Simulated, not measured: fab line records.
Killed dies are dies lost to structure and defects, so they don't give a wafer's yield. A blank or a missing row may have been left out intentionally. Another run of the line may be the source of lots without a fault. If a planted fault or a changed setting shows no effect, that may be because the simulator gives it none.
Chamber matching + flow berkeleyCmos170 + UCB170_V1_ETCH_14 on rieDiel-01 has 4 sister chambers
The step etches SiO2 in CHF3/CF4/Ar, stops on Al, target depth 1250 nm, time 291 s. 14 wafers are shown with their chamber, then 7 later ones without.

WAFERS PAIRED WITH THEIR CHAMBERS
| wafer  | chamber | drypumpMotorCurrentA (A) | throttleValvePct (%) | rfFwdPowerW (W) |
|--------|---------|--------------------------|----------------------|-----------------|
| L976.1 | 1       | 6.02                     | 6.79                 | 695.4           |
| L976.3 | 2       | 6.01                     | 6.90                 | 695.9           |
| L976.6 | 1       | 6.03                     | 6.79                 | 696.5           |
| L985.1 | 3       | 5.58                     | 7.02                 | 702.1           |
| L985.4 | 2       | 6.04                     | 6.89                 | 700.1           |
| L985.5 | 3       | 5.54                     | 7.03                 | 698.3           |
| L989.1 | 2       | 6.02                     | 6.90                 | 699.2           |
| L989.3 | 3       | 5.54                     | 7.01                 | 700.7           |
| L989.4 | 1       | 6.03                     | 6.79                 | 697.5           |
| L992.2 | 1       | 6.02                     | 6.79                 | 699.3           |
| L992.4 | 0       | 5.37                     | 6.83                 | 700.8           |
| L992.5 | 2       | 6.01                     | 6.89                 | 695.2           |
| L995.4 | 3       | 5.54                     | 7.02                 | 696.6           |
| L995.5 | 0       | 5.35                     | 6.84                 | 701.0           |

SIGNATURES, as means of the wafers listed above
| reading              | chamber 0 | chamber 1 | chamber 2 | chamber 3 | scatter within a chamber |
|----------------------|-----------|-----------|-----------|-----------|--------------------------|
| drypumpMotorCurrentA | 5.3600    | 6.0250    | 6.0200    | 5.5500    | 0.0145                   |
| throttleValvePct     | 6.8350    | 6.7900    | 6.8950    | 7.0200    | 0.00592                  |
| rfFwdPowerW          | 700.900   | 697.175   | 697.600   | 699.425   | 2.09                     |
Rule: a wafer's distance from a chamber is the root of the sum, over the readings, of the square of ((its reading less the chamber's mean) divided by the reading's scatter). If the next closest chamber is less than 2 further off than the closest, the wafer can't be placed; otherwise it belongs to the closest. The scatter: the root of (the sum of the squares of (reading less its chamber's mean) over the shown wafers, divided by (wafers less chambers)).

WAFERS WITH NO CHAMBER GIVEN
| wafer  | drypumpMotorCurrentA (A) | throttleValvePct (%) | rfFwdPowerW (W) |
|--------|--------------------------|----------------------|-----------------|
| L995.6 | 6.01                     | 6.80                 | 698.5           |
| L997.1 | 5.54                     | 7.02                 | 698.3           |
| L997.4 | 6.02                     | 6.80                 | 695.9           |
| L997.5 | 5.36                     | 6.83                 | 699.2           |
| L996.1 | 6.03                     | 6.79                 | 698.2           |
| L996.2 | 5.54                     | 7.02                 | 696.3           |
| L996.5 | 6.00                     | 6.90                 | 699.4           |

WHICH CHAMBER EACH WENT THROUGH
| wafer  | from the rows above | in truth |
|--------|---------------------|----------|
| L995.6 | 1                   | 1        |
| L997.1 | 3                   | 3        |
| L997.4 | 1                   | 1        |
| L997.5 | 0                   | 0        |
| L996.1 | 1                   | 1        |
| L996.2 | 3                   | 3        |
| L996.5 | 2                   | 2        |
Placed correctly: 7 of 7. Can't be placed from these rows: 0. Wrongly placed: 0.
